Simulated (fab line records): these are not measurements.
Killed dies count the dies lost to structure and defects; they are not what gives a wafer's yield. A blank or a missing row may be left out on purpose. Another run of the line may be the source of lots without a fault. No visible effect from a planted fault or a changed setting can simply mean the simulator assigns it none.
Which tool is to blame? :: flow rit_cmos :: 42 wafers from 14 lots sampled at 2 of the route's 202 steps

WHAT THE GAUGES READ, wafer by wafer
No reading from a measuring or inspecting step in the record can be judged against a usual standard deviation.

EACH LOT AND THE TOOL THAT RAN IT (in order: tool; ch and the chambers of the sampled wafers; start)
lot: L213
RIT_PWELL_STRIP_09: plasma_asher-03 ch 1, day 1 22:16
RIT_M1_PROBE_99: prober-02, day 3 08:24

lot: L214
RIT_PWELL_STRIP_09: plasma_asher-01 ch 0,1, day 2 03:20
RIT_M1_PROBE_99: prober-01, day 3 13:29

lot: L215
RIT_PWELL_STRIP_09: plasma_asher-01 ch 0, day 2 09:07
RIT_M1_PROBE_99: prober-02, day 3 19:40

lot: L217
RIT_PWELL_STRIP_09: plasma_asher-04 ch 0,1, day 2 18:27
RIT_M1_PROBE_99: prober-02, day 4 06:21

lot: L219
RIT_PWELL_STRIP_09: plasma_asher-04 ch 1, day 3 04:25
RIT_M1_PROBE_99: prober-02, day 4 14:17

lot: L220
RIT_PWELL_STRIP_09: plasma_asher-04 ch 0,1, day 3 09:59
RIT_M1_PROBE_99: prober-01, day 4 20:39

lot: L226
RIT_PWELL_STRIP_09: plasma_asher-03 ch 0,1, day 4 15:22
RIT_M1_PROBE_99: prober-01, day 6 03:11

lot: L227
RIT_PWELL_STRIP_09: plasma_asher-03 ch 0,1, day 4 20:29
RIT_M1_PROBE_99: prober-02, day 6 08:51

lot: L228
RIT_PWELL_STRIP_09: plasma_asher-01 ch 0,1, day 5 03:37
RIT_M1_PROBE_99: prober-01, day 6 15:01

lot: L229
RIT_PWELL_STRIP_09: plasma_asher-04 ch 0,1, day 5 06:28
RIT_M1_PROBE_99: prober-02, day 6 19:43

lot: L230
RIT_PWELL_STRIP_09: plasma_asher-04 ch 0,1, day 5 11:40
RIT_M1_PROBE_99: prober-01, day 6 22:43

lot: L233
RIT_PWELL_STRIP_09: plasma_asher-01 ch 0,1, day 6 04:56
RIT_M1_PROBE_99: prober-02, day 7 19:40

lot: L234
RIT_PWELL_STRIP_09: plasma_asher-04 ch 0,1, day 6 09:19
RIT_M1_PROBE_99: prober-01, day 7 21:45

lot: L235
RIT_PWELL_STRIP_09: plasma_asher-04 ch 0,1, day 6 13:54
RIT_M1_PROBE_99: prober-02, day 8 00:10
- RIT_PWELL_STRIP_09: strips in O2, time 180 s.
- RIT_M1_PROBE_99

WHAT THE TOOLS THEMSELVES READ (means of the sampled wafers that have a number; where no wafer has one, the mark that the record gives instead)
RIT_PWELL_STRIP_09. Usual: drypump_motor_current_A 5.44 A, standard deviation 0.24; o2_flow_sccm 4001 sccm, standard deviation 11.
lot: L213
tool: plasma_asher-03
drypump_motor_current_A (A): 5.41
o2_flow_sccm (sccm): 4002
flag: 

lot: L214
tool: plasma_asher-01
drypump_motor_current_A (A): 5.33
o2_flow_sccm (sccm): 4016
flag: 

lot: L215
tool: plasma_asher-01
drypump_motor_current_A (A): 5.36
o2_flow_sccm (sccm): 3992
flag: 

lot: L217
tool: plasma_asher-04
drypump_motor_current_A (A): 5.35
o2_flow_sccm (sccm): 4007
flag: 

lot: L219
tool: plasma_asher-04
drypump_motor_current_A (A): 5.26
o2_flow_sccm (sccm): 4003
flag: 

lot: L220
tool: plasma_asher-04
drypump_motor_current_A (A): 5.35
o2_flow_sccm (sccm): 4000
flag: 

lot: L226
tool: plasma_asher-03
drypump_motor_current_A (A): 5.57
o2_flow_sccm (sccm): 5999
flag: OFF

lot: L227
tool: plasma_asher-03
drypump_motor_current_A (A): 5.58
o2_flow_sccm (sccm): 5994
flag: OFF

lot: L228
tool: plasma_asher-01
drypump_motor_current_A (A): 5.29
o2_flow_sccm (sccm): 4010
flag: 

lot: L229
tool: plasma_asher-04
drypump_motor_current_A (A): 5.35
o2_flow_sccm (sccm): 3998
flag: 

lot: L230
tool: plasma_asher-04
drypump_motor_current_A (A): 5.33
o2_flow_sccm (sccm): 3998
flag: 

lot: L233
tool: plasma_asher-01
drypump_motor_current_A (A): 5.33
o2_flow_sccm (sccm): 4002
flag: 

lot: L234
tool: plasma_asher-04
drypump_motor_current_A (A): 5.32
o2_flow_sccm (sccm): 3999
flag: 

lot: L235
tool: plasma_asher-04
drypump_motor_current_A (A): 5.35
o2_flow_sccm (sccm): 4003
flag: 

RIT_M1_PROBE_99. Usual: killed_at_M0_to_M3 0.0, standard deviation 0.16; killed_at_contacts 0.1, standard deviation 0.25; killed_at_front_end 7, standard deviation 3.1; killed_dies 7, standard deviation 3.1; killed_on_rim 1.9, standard deviation 1.4; killed_open 3.6, standard deviation 2; killed_short 3.5, standard deviation 2.
lot: L213
tool: prober-02
killed_at_M0_to_M3: 0.0
killed_at_contacts: 0.0
killed_at_front_end: 5
killed_dies: 5
killed_on_rim: 1.0
killed_open: 3.0
killed_short: 2.3
flag: 

lot: L214
tool: prober-01
killed_at_M0_to_M3: 0.3
killed_at_contacts: 0.0
killed_at_front_end: 4
killed_dies: 5
killed_on_rim: 1.7
killed_open: 3.0
killed_short: 1.7
flag: 

lot: L215
tool: prober-02
killed_at_M0_to_M3: 0.0
killed_at_contacts: 0.3
killed_at_front_end: 3
killed_dies: 3
killed_on_rim: 1.7
killed_open: 1.7
killed_short: 1.7
flag: 

lot: L217
tool: prober-02
killed_at_M0_to_M3: 0.0
killed_at_contacts: 0.0
killed_at_front_end: 9
killed_dies: 9
killed_on_rim: 2.7
killed_open: 4.3
killed_short: 4.3
flag: 

lot: L219
tool: prober-02
killed_at_M0_to_M3: 0.0
killed_at_contacts: 0.0
killed_at_front_end: 7
killed_dies: 7
killed_on_rim: 3.0
killed_open: 3.3
killed_short: 4.0
flag: 

lot: L220
tool: prober-01
killed_at_M0_to_M3: 0.0
killed_at_contacts: 0.3
killed_at_front_end: 5
killed_dies: 5
killed_on_rim: 1.3
killed_open: 1.3
killed_short: 4.0
flag: 

lot: L226
tool: prober-01
killed_at_M0_to_M3: 0.0
killed_at_contacts: 0.0
killed_at_front_end: 8
killed_dies: 8
killed_on_rim: 3.0
killed_open: 4.0
killed_short: 3.7
flag: 

lot: L227
tool: prober-02
killed_at_M0_to_M3: 0.0
killed_at_contacts: 0.0
killed_at_front_end: 7
killed_dies: 7
killed_on_rim: 1.3
killed_open: 2.3
killed_short: 4.7
flag: 

lot: L228
tool: prober-01
killed_at_M0_to_M3: 0.0
killed_at_contacts: 0.0
killed_at_front_end: 11
killed_dies: 11
killed_on_rim: 2.0
killed_open: 6.0
killed_short: 4.7
flag: 

lot: L229
tool: prober-02
killed_at_M0_to_M3: 0.0
killed_at_contacts: 0.0
killed_at_front_end: 5
killed_dies: 5
killed_on_rim: 1.3
killed_open: 3.7
killed_short: 1.3
flag: 

lot: L230
tool: prober-01
killed_at_M0_to_M3: 0.0
killed_at_contacts: 0.0
killed_at_front_end: 8
killed_dies: 8
killed_on_rim: 3.7
killed_open: 4.7
killed_short: 3.7
flag: 

lot: L233
tool: prober-02
killed_at_M0_to_M3: 0.0
killed_at_contacts: 0.3
killed_at_front_end: 7
killed_dies: 7
killed_on_rim: 2.0
killed_open: 3.7
killed_short: 3.3
flag: 

lot: L234
tool: prober-01
killed_at_M0_to_M3: 0.0
killed_at_contacts: 0.0
killed_at_front_end: 9
killed_dies: 9
killed_on_rim: 3.0
killed_open: 4.3
killed_short: 4.7
flag: 

lot: L235
tool: prober-02
killed_at_M0_to_M3: 0.0
killed_at_contacts: 0.0
killed_at_front_end: 4
killed_dies: 4
killed_on_rim: 1.0
killed_open: 2.3
killed_short: 1.7
flag: 

THE ANSWER, worked out from the rows above alone
Rule: a lot is off if the mean of its wafers that have a number lies more than 3 standard deviations from the usual mean. A lot without any number at a reading at which 4 lots or more have one is off too. Where the step has rows for the other lots, those lots are counted as sound. Order of review: gauges by route order, followed by the tools' own readings, for which a lot's mean as printed above is used. The first step at which some lot is off is used, and at that step the reading that is off furthest; a lot without a number counts as furthest.
Off: L226, L227, at RIT_PWELL_STRIP_09 (o2_flow_sccm).
A tool fits if, at that step or a process step before it, it ran every lot that is off, and no sound lot after the first of them. One fits: plasma_asher-03 at RIT_PWELL_STRIP_09. A fault onset in the window from L213 (day 1 22:16, its last sound lot) to L226 (day 4 15:22, its first lot off) fits.
The tool's own readings at RIT_PWELL_STRIP_09 bear it out: on the lots that are off they differ by more than 5 times the standard deviation of the sound lots' means. drypump_motor_current_A reads 5.58 A there against 5.34 A on the sound lots; o2_flow_sccm reads 5996 sccm there against 4002 sccm on the sound lots.

WHAT WAS PUT IN BY THE SIMULATOR
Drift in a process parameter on plasma_asher-03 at RIT_PWELL_STRIP_09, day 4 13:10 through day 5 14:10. A move of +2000 in setting o2_flow_sccm, from 4000. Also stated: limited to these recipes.
Struck lots among those shown: L226, L227. The rule above found the same.
